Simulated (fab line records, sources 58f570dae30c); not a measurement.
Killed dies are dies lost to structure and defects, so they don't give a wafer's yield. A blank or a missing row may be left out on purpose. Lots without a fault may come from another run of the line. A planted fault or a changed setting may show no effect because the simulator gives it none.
Which tool did it? | flow berkeley_cmos170 | 14 lots, 42 wafers sampled, at 5 steps of a route of 331

WHAT THE GAUGES READ, wafer by wafer
UCB170_PWELL_THK_MEAS_06. Usual: PWELL_NITRIDE_THK 219.2 nm, standard deviation 2.3.
lot  | measured    | on            | PWELL_NITRIDE_THK (nm) | flag
L622 | day 2 19:47 | film_metro-03 | 218.2 219.9 219.3      |
L623 | day 3 03:55 | film_metro-01 | 219.4 218.4 219.8      |
L624 | day 3 16:28 | film_metro-03 | 215.2 215.2 216.4      |
L626 | day 4 02:58 | film_metro-01 | 217.7 217.4 217.2      |
L627 | day 4 02:59 | film_metro-04 | 217.1 219.8 219.6      |
L632 | day 4 23:38 | film_metro-01 | 218.7 218.0 218.8      |
L633 | day 5 08:29 | film_metro-04 | 223.5 223.6 223.0      |
L636 | day 6 00:31 | film_metro-01 | 216.8 218.7 218.4      |
L637 | day 6 00:31 | film_metro-04 | 219.6 218.0 219.8      |
L638 | day 6 10:17 | film_metro-04 | 219.3 219.8 217.6      |
L639 | day 6 16:49 | film_metro-04 | 221.3 223.9 222.7      |
L641 | day 6 20:31 | film_metro-01 | 217.4 218.3 217.9      |
L643 | day 7 15:13 | film_metro-04 | 220.2 219.5 220.9      |
L645 | day 7 18:50 | film_metro-03 | 218.0 217.4 216.2      |

UCB170_PWELL_OVL_MEAS_13. Usual: PWELL_OVL -1 nm, standard deviation 4.5.
lot  | measured    | on         | PWELL_OVL (nm) | flag
L622 | day 2 21:29 | overlay-02 | -1 -3 4        |
L623 | day 3 05:12 | overlay-01 | 4 -5 5         |
L624 | day 3 17:22 | overlay-02 | 2 2 2          |
L626 | day 4 04:02 | overlay-02 | 6 5 8          |
L627 | day 4 04:16 | overlay-02 | -3 -1 3        |
L632 | day 5 00:33 | overlay-01 | 2 3 2          |
L633 | day 5 09:23 | overlay-02 | 4 10 5         |
L636 | day 6 01:47 | overlay-01 | -11 -5 -11     |
L637 | day 6 02:08 | overlay-02 | -4 -4 -5       |
L638 | day 6 11:30 | overlay-01 | 0 1 3          |
L639 | day 6 18:44 | overlay-01 | -4 -4 -1       |
L641 | day 6 22:01 | overlay-02 | -5 -2 2        |
L643 | day 7 16:38 | overlay-01 | -1 -4 -6       |
L645 | day 7 19:44 | overlay-01 | 5 -2 2         |

UCB170_PFIELD_TW_MEAS_09. Usual: PFIELD_TW 604.0, standard deviation 2.7.
lot  | measured    | on            | PFIELD_TW         | flag
L622 | day 4 04:11 | film_metro-02 | 599.1 600.6 607.2 |
L623 | day 4 13:34 | film_metro-02 | 604.6 605.5 599.5 |
L624 | day 5 02:32 | film_metro-03 | 600.8 604.8 602.7 |
L626 | day 5 16:21 | film_metro-01 | 604.9 610.5 607.6 |
L627 | day 5 16:04 | film_metro-03 | 604.2 603.6 600.3 |
L632 | day 6 08:49 | film_metro-03 | 632.5 630.8 633.6 | OFF
L633 | day 6 18:28 | film_metro-02 | 635.2 633.6 629.1 | OFF
L636 | day 7 10:56 | film_metro-02 | 608.3 605.4 606.0 |
L637 | day 7 10:47 | film_metro-03 | 604.6 602.7 603.8 |
L638 | day 8 04:31 | film_metro-01 | 601.9 608.6 605.1 |
L639 | day 8 05:29 | film_metro-02 | 603.7 606.5 604.0 |
L641 | day 8 06:26 | film_metro-03 | 601.1 602.4 604.1 |
L643 | day 9 01:50 | film_metro-03 | 604.3 606.0 603.7 |
L645 | day 9 01:46 | film_metro-02 | 611.4 608.3 605.6 |

UCB170_SACOX_THK_MEAS_02. Usual: SACOX_OXIDE_THK 14.49 nm, standard deviation 0.23.
lot  | measured    | on            | SACOX_OXIDE_THK (nm) | flag
L622 | day 4 23:17 | film_metro-04 | 14.18 14.23 14.27    |
L623 | day 5 07:49 | film_metro-04 | 14.65 14.71 14.45    |
L624 | day 5 21:22 | film_metro-01 | 14.55 14.67 14.48    |
L626 | day 6 09:14 | film_metro-04 | 14.54 14.29 14.25    |
L627 | day 6 09:14 | film_metro-01 | 14.27 14.24 14.04    |
L632 | day 7 00:16 | film_metro-01 | 14.30 14.61 14.55    |
L633 | day 7 15:38 | film_metro-02 | 14.07 14.05 13.96    |
L636 | day 8 06:19 | film_metro-01 | 14.13 14.52 14.35    |
L637 | day 8 06:19 | film_metro-02 | 14.36 14.33 14.32    |
L638 | day 8 20:47 | film_metro-02 | 14.41 14.55 14.66    |
L639 | day 8 20:46 | film_metro-01 | 14.54 14.56 14.48    |
L641 | day 8 20:47 | film_metro-04 | 14.51 14.53 14.67    |
L643 | day 9 17:31 | film_metro-04 | 14.70 14.88 14.53    |
L645 | day 9 17:29 | film_metro-04 | 14.37 14.40 14.65    |

WHICH TOOL RAN EACH LOT (tool, then ch and the chambers of the sampled wafers, then the start)
lot  | UCB170_PFIELD_IMPLANT_07
L622 | implanter-02 ch 0, day 4 03:56
L623 | implanter-02 ch 0, day 4 13:19
L624 | implanter-04 ch 0, day 5 02:20
L626 | implanter-01 ch 0, day 5 16:07
L627 | implanter-02 ch 0, day 5 15:49
L632 | implanter-01 ch 0, day 6 08:34
L633 | implanter-01 ch 0, day 6 18:13
L636 | implanter-02 ch 0, day 7 10:41
L637 | implanter-04 ch 0, day 7 10:32
L638 | implanter-04 ch 0, day 8 04:17
L639 | implanter-02 ch 0, day 8 05:14
L641 | implanter-02 ch 0, day 8 06:12
L643 | implanter-02 ch 0, day 9 01:35
L645 | implanter-04 ch 0, day 9 01:34
- UCB170_PFIELD_IMPLANT_07

WHAT THE TOOLS THEMSELVES READ (means of the sampled wafers that have a number; where no wafer has one, the mark that the record gives instead)
UCB170_PFIELD_IMPLANT_07. Usual: dose_ions_cm2 2.0001e+13, standard deviation 2.3e+10; faraday_current_uA 63.3, standard deviation 1.3.
lot  | tool         | dose_ions_cm2 | faraday_current_uA | flag
L622 | implanter-02 | 2.0010e+13    | 63.1               |
L623 | implanter-02 | 1.9988e+13    | 63.5               |
L624 | implanter-04 | 2.0016e+13    | 62.4               |
L626 | implanter-01 | 2.0008e+13    | 64.6               |
L627 | implanter-02 | 1.9992e+13    | 63.4               |
L632 | implanter-01 | 2.3209e+13    | 72.6               | OFF
L633 | implanter-01 | 2.3177e+13    | 74.1               | OFF
L636 | implanter-02 | 2.0000e+13    | 64.6               |
L637 | implanter-04 | 1.9978e+13    | 64.2               |
L638 | implanter-04 | 2.0025e+13    | 62.8               |
L639 | implanter-02 | 1.9996e+13    | 62.3               |
L641 | implanter-02 | 2.0000e+13    | 64.1               |
L643 | implanter-02 | 2.0035e+13    | 63.8               |
L645 | implanter-04 | 2.0014e+13    | 62.2               |

THE ANSWER, worked out from the rows above alone
Rule: a lot is off if the mean of its wafers that have a number lies more than 3 standard deviations from the usual mean. A lot without any number at a reading at which 4 lots or more have one is off too. The other lots that the step has rows for count as sound. The gauges are gone through in route order, then the tools' own readings, and for those a lot's mean is taken as printed above. The first step at which some lot is off is used, and at that step the reading that is off furthest; a lot without a number counts as furthest.
Off: L632, L633, at UCB170_PFIELD_TW_MEAS_09 (PFIELD_TW).
A tool fits if, at a process step before that reading, it ran every lot that is off, and no sound lot after the first of them. The gauges at UCB170_PFIELD_TW_MEAS_09 aren't tried: what is off there is off at UCB170_PFIELD_IMPLANT_07 too, on other tools, and a gauge's error can't cause that. One fits: implanter-01 at UCB170_PFIELD_IMPLANT_07. Its last sound lot is L626 (day 5 16:07), its first lot that is off L632 (day 6 08:34): a fault that began between those two fits.
The tool's own readings at UCB170_PFIELD_IMPLANT_07 bear it out: on the lots that are off they differ by more than 5 times the standard deviation of the sound lots' means. dose_ions_cm2 reads 2.3193e+13 there against 2.0005e+13 on the sound lots; faraday_current_uA reads 73.3 there against 63.4 on the sound lots.

WHAT THE SIMULATOR HAD PUT IN
Process parameter drift: implanter-01, from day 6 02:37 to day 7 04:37, at UCB170_PFIELD_IMPLANT_07. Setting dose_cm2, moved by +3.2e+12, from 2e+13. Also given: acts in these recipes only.
Lots struck among those shown: L632, L633. The rule above found the same.
